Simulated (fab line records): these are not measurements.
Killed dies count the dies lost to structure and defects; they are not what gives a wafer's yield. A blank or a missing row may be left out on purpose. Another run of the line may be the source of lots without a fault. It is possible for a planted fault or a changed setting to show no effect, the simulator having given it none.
One fault through the eyes of 2 desks ; flow ritCmos ; every desk sees just its own numbers, and what lay behind them comes last

== FROM THE METROLOGY DESK ==
Means of the sampled wafers that have a number, per lot and without regard to the tool the lot ran on: this is what the gauges read. Marked OUT: a lot whose mean sits more than 4 standard deviations from the usual mean, which makes it out of limits; the brackets give that distance.
Columns: A = M1_AL_RS at RIT_M1_RS_MEAS_01, usual 0.0732 ohm/sq; B = M1_AL_THK at RIT_M1_THK_MEAS_02, usual 402 nm
lot;first seen here;A;B
L305;day 3 05:07;0.0746;393
L306;day 3 11:05;0.0725;406
L307;day 3 16:31;0.0731;401
L308;day 3 21:26;0.0735;401
L309;day 4 01:51;0.0739;394
L314;day 5 07:28;0.0730;404
L316;day 5 13:59;0.0721;410
L317;day 5 20:46;0.0649 (-11) OUT;474 (+14) OUT
L319;day 6 05:28;0.0745;395
L318;day 6 06:14;0.0641 (-12) OUT;478 (+15) OUT
L320;day 6 09:05;0.0724;406
L322;day 6 18:01;0.0729;407
L326;day 7 15:53;0.0731;403
L327;day 7 19:13;0.0738;399
This desk's result: L317, L318 out of limits, first on L317 (M1_AL_RS at RIT_M1_RS_MEAS_01), day 5 20:46. L305, L306, L307, L308, L309, L314, L316, L319, L320, L322, L326, L327: within limits.

== FOR THE TOOL OWNER'S DESK: pvdSputter-01 ==
The tool's own readings at RIT_M1_SPUTTER_00 (material Al, target thk 400 nm, time 500 s): means of the sampled wafers that have a number, for each lot that ran on this tool. Marked OUT: a lot whose mean sits more than 4 standard deviations from the usual mean, which makes it out of limits; the brackets give that distance.
Columns: A = throttleValvePct at RIT_M1_SPUTTER_00, usual 29.9 %
lot;first seen here;A
L306;day 3 10:47;30.5
L308;day 3 21:08;30.4
L314;day 5 07:10;29.9
L317;day 5 20:28;29.9
L318;day 6 05:55;30.6
Finding of this desk: none of the 5 lots has anything out of limits.

== BROUGHT TOGETHER ==
L317, L318 would have let the metrology desk raise an alarm at day 5 20:46.
The desk of the tool owner found nothing out of limits.
The tool owner's desk has L317, L318 on record, within its limits.
RIT_M1_SPUTTER_00 was run on pvdSputter-01 by each of the lots named.

== WHAT HAD BEEN PUT IN BY THE SIMULATOR ==
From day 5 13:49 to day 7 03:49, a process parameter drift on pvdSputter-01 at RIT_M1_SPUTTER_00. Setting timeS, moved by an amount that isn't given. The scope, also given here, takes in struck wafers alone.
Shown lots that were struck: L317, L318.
Delay in hours, fault start to first out-of-limits reading, per desk: metrology desk 7.
